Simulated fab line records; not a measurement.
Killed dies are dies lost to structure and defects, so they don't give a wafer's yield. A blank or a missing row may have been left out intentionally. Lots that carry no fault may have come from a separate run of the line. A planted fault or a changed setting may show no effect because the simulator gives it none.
Comparing a struck lot with a sound one	flow rit cmos	30 steps out of a route of 202
Sound: these wafers, L600.1, L600.2, L600.3. The struck wafers were L605.1, L605.2, L605.4. The cause comes at the end.
For every step that has rows: the tool of each side, followed by ch and its chambers, followed by its first start. Under that, the readings that differ: sound wafers	struck wafers	difference of the means	sigmas: that difference in standard deviations of wafers without a fault.
alike: readings whose means differ by less than 2 such deviations, and words and numbers that are the same on both sides. not compared: withheld readings, readings that some wafer has no value for, bounds like >300 that may hide the same value, and numbers for which the record gives no deviation and whose values overlap.
The two part at a step that has a row with sigmas, a row that says differs or no value, or rows on one side only. Numbers that have no deviation but don't overlap get no sigmas and don't part them. A reading that every wafer of one side lacks parts them only if that side has two wafers or more.

RIT_FOX2_THK_MEAS_01:
  sound on film metro-02, day 3 18:47; struck on film metro-04, day 4 17:55
  alike: FOX2_OXIDE_THK
then, 2 steps without rows for these wafers: RIT_FOX2_CLEAN_02 (cleans in dHF, time 180 s); RIT_FOX2_WET_ETCH_03 (etches Si3N4 in H3PO4, target depth 195 nm, time 2700 s).
RIT_FOX2_THK_MEAS_90:
  sound on film metro-03, day 3 19:43; struck on film metro-03, day 4 18:52
  alike: FIELD_OXIDE_LEFT_1_THK
then, 6 steps without rows for these wafers: RIT_NWELL_HMDS_00 (prime time 60 s); RIT_NWELL_COAT_01 (resist thk 1300 nm); RIT_NWELL_SOFTBAKE_02 (time 60 s); RIT_NWELL_EXPOSE_03 (exposes mask M2, target cd 43900 nm); RIT_NWELL_PEB_04; RIT_NWELL_DEVELOP_05 (develop time 68 s).
RIT_NWELL_OVL_MEAS_06:
  sound on overlay-02, day 3 20:40; struck on overlay-02, day 4 19:58
  alike: NWELL_OVL
then, 1 step without rows for these wafers: RIT_NWELL_HARDBAKE_07 (time 120 s).
RIT_NWELL_IMPLANT_08:
  sound on implanter-04 ch 0, day 3 20:57; struck on implanter-01 ch 0, day 4 20:16
reading	sound	struck	difference	sigmas
dose ions cm2	4.996e+13 4.998e+13 5.005e+13	7.096e+13 7.095e+13 7.098e+13	+2.097e+13	+99 or more
faraday current uA	155 157 156	231 221 223	+69	+22
RIT_NWELL_STRIP_09: strips in O2, time 180 s.
  sound on plasma asher-02 ch 0,1, day 3 21:06; struck on plasma asher-04 ch 0,1, day 4 20:25
  alike: drypump motor current A, rf refl power W
  not compared: rf hours counter h
RIT_NWELL_TW_MEAS_10:
  sound on film metro-02, day 3 21:16; struck on film metro-02, day 4 20:35
reading	sound	struck	difference	sigmas
NWELL_TW	2108 2104 2102	2365 2364 2363	+259	+10
then, 6 steps without rows for these wafers: RIT_PWELL_HMDS_00 (prime time 60 s); RIT_PWELL_COAT_01 (resist thk 1300 nm); RIT_PWELL_SOFTBAKE_02 (time 60 s); RIT_PWELL_EXPOSE_03 (exposes mask M3, target cd 43700 nm); RIT_PWELL_PEB_04; RIT_PWELL_DEVELOP_05 (develop time 68 s).
RIT_PWELL_OVL_MEAS_06:
  sound on overlay-02, day 3 22:20; struck on overlay-01, day 4 21:39
  alike: PWELL_OVL
then, 2 steps without rows for these wafers: RIT_PWELL_HARDBAKE_07 (time 120 s); RIT_PWELL_IMPLANT_08.
RIT_PWELL_STRIP_09: strips in O2, time 180 s.
  sound on plasma asher-04 ch 0,1, day 3 22:46; struck on plasma asher-04 ch 0,1, day 4 22:05
  alike: drypump motor current A, rf refl power W
  not compared: rf hours counter h
RIT_PWELL_TW_MEAS_10:
  sound on film metro-01, day 3 22:57; struck on film metro-02, day 4 22:16
  alike: PWELL_TW
then, 1 step without rows for these wafers: RIT_WELLDRIVE_ANNEAL_00 (time 14700 s).
RIT_WELLDRIVE_RS_MEAS_01: a four-point-probe measurement.
  sound on film metro-02, day 4 06:01; struck on film metro-02, day 5 03:56
reading	sound	struck	difference	sigmas
NWELL_RS (ohm/sq)	274.9 275.5 275.5	223.1 222.9 223.1	-52.3	-72
RIT_WELLDRIVE_RS_MEAS_02: a four-point-probe measurement.
  sound on film metro-02, day 4 06:08; struck on film metro-02, day 5 04:04
  alike: PWELL_RS
RIT_M1_PROBE_99:
  sound on prober-01, day 5 14:23; struck on prober-01, day 6 12:53
reading	sound	struck	difference	sigmas
model.etest.pmos_0p3.r on ohm um	6358 6494 6424	6732 6862 6840	+386	
model.etest.pmos turned.r on ohm um	3473 3583 3446	3792 3864 3804	+319	
model.etest.pmos_0p15.r on ohm um	2767 2831 2755	2919 2968 2967	+167	
model.etest.nwell pinched.rs ohm sq	331.3 329.6 331.6	269.2 268.6 269.9	-61.6	
model.etest.well edge left.line ohm um	183 184.1 183.9	141.7 142.3 142.9	-41.4	
model.etest.well edge right.line ohm um	183.2 180.2 183.2	142.2 143 142.6	-39.6	
model.etest.pmos_0p15.drive ua um	252.4 246.7 255.6	232.2 228.7 229.1	-21.6	
model.etest.pmos turned.drive ua um	185.2 176.1 186.2	156 154.2 156.6	-27	
  alike: killed at contacts, killed at front end, killed dies, killed open, killed short

WHERE THEY PART
Earliest at RIT_NWELL_IMPLANT_08; latest, in this record, at RIT_WELLDRIVE_RS_MEAS_01. Later steps at which nothing parts them and some readings are alike: RIT_WELLDRIVE_RS_MEAS_02, RIT_M1_PROBE_99.

WHY: what had been put in by the simulator
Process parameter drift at RIT_NWELL_IMPLANT_08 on implanter-01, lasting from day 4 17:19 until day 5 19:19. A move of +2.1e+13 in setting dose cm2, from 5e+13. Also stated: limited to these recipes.
